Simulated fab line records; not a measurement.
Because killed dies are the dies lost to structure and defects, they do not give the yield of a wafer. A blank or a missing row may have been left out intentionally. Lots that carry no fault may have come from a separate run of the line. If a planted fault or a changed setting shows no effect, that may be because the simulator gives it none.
fab line records -- flow berkeleyCmos170
record: lots: 15, wafers: 45, lastDay: 12
route steps=331 shown NLDD@162
lots that met no fault: from a run of the same line without faults
startH: the number of hours between the record's first day and the start of the first shown wafer of the lot -- waitH: hours since the lot's step before -- " unchanged from the row above -- L1.1+2: a single row standing in for several wafers -- - no value, or no start was given -- * or withheld: withheld -- < > ~ a bound
route shown NAME@n: NAME is a module with steps in the file, n the number in the route of the first one -- usual: the fault-free wafers' mean and standard deviation -- same: alike in all rows -- chamber/n: place in a boat -- sites: the reading at each site -- _std_site: the standard deviation of these -- _edge_site: the outer-site mean with the inner-site mean subtracted -- radiusMm: for every site, how far away it sits from the centre of the wafer -- mask NAME#n: copy n -- behind: the tool/chamber that last shaped the wafer -- hold: why the lot was held/for how many hours/how that ended -- device: which transistor (n, p or np) failed to switch -- end of line: at the end of the route, the tests of the same wafers -- step lacking rows: just its recipe -- killed: at the first sort, the dies lost to defects and structure; wafer yield is something else -- map: shows each die of a wafer: x if killed, . if not, _ if none is there
set.NAME: the setting the step ran with; set.NAME@STEP: the setting that earlier step ran with -- model.NAME: the simulator's own value behind a step, which no gauge read
the route's steps for a sample of lots (tables are steps, rows are wafers)
== steps ==
step: UCB170_NLDD_PEB_04
recipe: pebTempC: 130, pebTimeS: withheld, resist: KrF
usual: chillPlateTempC: 22.97/0.12, exhaustPa: 44.9/0.99
lot.wafer,tool,chamber,startH,waitH,chillPlateTempC,exhaustPa
L710.2,lithoTrack-02,0,131.69,0.4,23.07,44.8
L710.3,lithoTrack-02,0,131.69,0.4,23.02,44.8
L710.6,lithoTrack-02,0,131.69,0.4,23.09,44.5
L712.2,lithoTrack-02,0,132,-,22.78,43.9
L712.3,lithoTrack-02,0,132,-,22.86,44.3
L712.5,lithoTrack-02,0,132,-,22.79,46.1
L711.1,lithoTrack-03,0,133,-,22.98,44.3
L711.2,lithoTrack-03,0,133,-,23.01,44.3
L711.6,lithoTrack-03,0,133,-,23.14,44.5
L714.1,lithoTrack-03,0,143.94,0.1,23.26,44.3
L714.5,lithoTrack-03,0,143.94,0.1,22.96,43.6
L714.6,lithoTrack-03,0,143.94,0.1,23.07,44.9
L717.2,lithoTrack-01,-,157.18,0.5,-,-
L717.3,lithoTrack-01,-,157.18,0.5,-,-
L717.6,lithoTrack-01,-,157.18,0.5,-,-
L716.1,lithoTrack-02,-,157.23,0.3,-,-
L716.2,lithoTrack-02,-,157.23,0.3,-,-
L716.4,lithoTrack-02,-,157.23,0.3,-,-
L718.2,lithoTrack-02,-,170.93,0.1,-,-
L718.3,lithoTrack-02,-,170.93,0.1,-,-
L718.6,lithoTrack-02,-,170.93,0.1,-,-
L726.1,lithoTrack-01,0,202.70,0.1,22.84,44.5
L726.2,lithoTrack-01,0,202.70,0.1,23.08,44.1
L726.3,lithoTrack-01,0,202.70,0.1,22.97,44.9
L727.2,lithoTrack-03,0,223.56,0.4,22.77,45.7
L727.4,lithoTrack-03,0,223.56,0.4,22.85,44.1
L727.6,lithoTrack-03,0,223.56,0.4,22.75,46.1
L730.1,lithoTrack-03,0,223.81,0.2,22.83,44.8
L730.4,lithoTrack-03,0,223.81,0.2,22.92,44.0
L730.6,lithoTrack-03,0,223.81,0.2,22.86,44.8
L728.2,lithoTrack-02,0,223.99,0.1,23.32,45.9
L728.3,lithoTrack-02,0,223.99,0.1,23.03,45.3
L728.4,lithoTrack-02,0,223.99,0.1,23.08,46.1
L731.4,lithoTrack-02,0,244.07,0.5,22.84,44.7
L731.5,lithoTrack-02,0,244.07,0.5,22.88,45.0
L731.6,lithoTrack-02,0,244.07,0.5,22.82,45.9
L732.2,lithoTrack-03,0,244.14,0.3,22.95,45.5
L732.4,lithoTrack-03,0,244.14,0.3,22.99,45.2
L732.5,lithoTrack-03,0,244.14,0.3,22.95,45.8
L729.2,lithoTrack-02,0,244.29,0.3,22.88,45.1
L729.4,lithoTrack-02,0,244.29,0.3,22.99,44.4
L729.5,lithoTrack-02,0,244.29,0.3,23.02,43.7
L733.1,lithoTrack-02,0,248.73,0.3,22.89,44.9
L733.2,lithoTrack-02,0,248.73,0.3,22.93,44.0
L733.6,lithoTrack-02,0,248.73,0.3,22.97,45.4
== key ==
firstSign: step: UCB170_NLDD_PEB_04, reading: toolRecord, direction: missing
effect none on later readings
metAt UCB170_NLDD_PEB_04
struckLots L716,L717,L718
sortLeftOut L716.1,L716.2,L716.4,L717.2,L717.3,L717.6,L718.2,L718.3,L718.6
testerLeftOut L716,L717,L718
onsetBetween 132 157.18
fault: kind: skippedStepWhole, tool: lithoTrack-01,lithoTrack-02, chamber: -, onsetH: 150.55, steps: UCB170_NLDD_PEB_04, scope: struckLotsOnly
testerLeftOut: of these lots the tester's yield and bins aren't shown, on N5 and GAA mostly nor the transistor test; their killed dies are dies lost to structure and defects alone, not to doping, threshold or leakage, so they don't give the yield
sortLeftOut: the simulated sort isn't trusted on such a fault, so these wafers' sort isn't shown, and their yield isn't known
